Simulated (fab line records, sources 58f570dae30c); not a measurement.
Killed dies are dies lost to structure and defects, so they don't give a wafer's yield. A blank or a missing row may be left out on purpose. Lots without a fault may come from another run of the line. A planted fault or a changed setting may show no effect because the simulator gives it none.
One fault seen from 2 desks | flow berkeley_cmos170 | each desk has only its own numbers; what lay behind them comes last

THE METROLOGY DESK
What the gauges read, lot by lot, whatever tool the lot ran on: means of the sampled wafers that have a number. A lot is out of limits, marked OUT, if its mean lies more than 4 standard deviations from the usual mean; the brackets give that distance.
Columns: A = cd_nm at UCB170_ACTIVE_CD_MEAS_90, usual 1199.7 nm; B = M3_BOW at UCB170_M3_BOW_MEAS_20, usual 34 um
lot  | first seen here | A      | B
L312 | day 5 00:47     | 1198.6 | 33
L313 | day 5 01:01     | 1200.7 | 40
L316 | day 5 04:28     | 1200.3 | 39
L315 | day 5 04:42     | 1199.2 | 39
L314 | day 5 04:59     | 1200.8 | 25
L321 | day 6 10:49     | 1201.2 | 34
L325 | day 7 03:56     | 1199.9 | 33
L323 | day 7 04:27     | 1198.7 | 39
L324 | day 7 08:18     | 1200.4 | 33
L326 | day 7 08:43     | 1197.6 | 31
L328 | day 7 12:55     | 1199.8 | 37
L329 | day 8 08:00     | 1199.6 | 31
L330 | day 8 08:00     | 1200.3 | 40
L333 | day 8 15:59     | 1201.6 | 33
This desk's finding: nothing out of limits on any of the 14 lots.

THE TOOL OWNER'S DESK: litho_track-01
The tool's own readings at UCB170_CONTACT_COAT_10 (resist thk 900 nm): means of the sampled wafers that have a number, for each lot that ran on this tool. A lot is out of limits, marked OUT, if its mean lies more than 4 standard deviations from the usual mean; the brackets give that distance.
Columns: A = dispense_pressure_kPa at UCB170_CONTACT_COAT_10, usual 55.4 kPa; B = spin_speed_rpm at UCB170_CONTACT_COAT_10, usual 1499.9 rpm
lot  | first seen here | A    | B
L316 | day 7 22:00     | 58.2 | 1500.0
L315 | day 8 01:00     | 58.2 | 1499.2
L321 | day 9 10:00     | 58.2 | 1365.8 (-99 or more) OUT
L323 | day 10 11:00    | 58.3 | 1366.1 (-99 or more) OUT
This desk's finding: out of limits on L321, L323; first on L321, day 9 10:00 (spin_speed_rpm at UCB170_CONTACT_COAT_10). In limits: L316, L315.

PUT TOGETHER
The tool owner's desk could have raised an alarm at day 9 10:00, on L321, L323.
The metrology desk saw nothing out of limits.
The metrology desk has L321, L323 on record, within its limits.
Of the lots named, all ran UCB170_CONTACT_COAT_10 on litho_track-01.

WHAT THE SIMULATOR HAD PUT IN
Process parameter drift: litho_track-01, from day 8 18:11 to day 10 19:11, at UCB170_CONTACT_COAT_10. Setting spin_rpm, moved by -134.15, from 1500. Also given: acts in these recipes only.
Lots struck among those shown: L321, L323.
Hours from the fault's start to each desk's first reading out of limits: the tool owner's desk, 16.
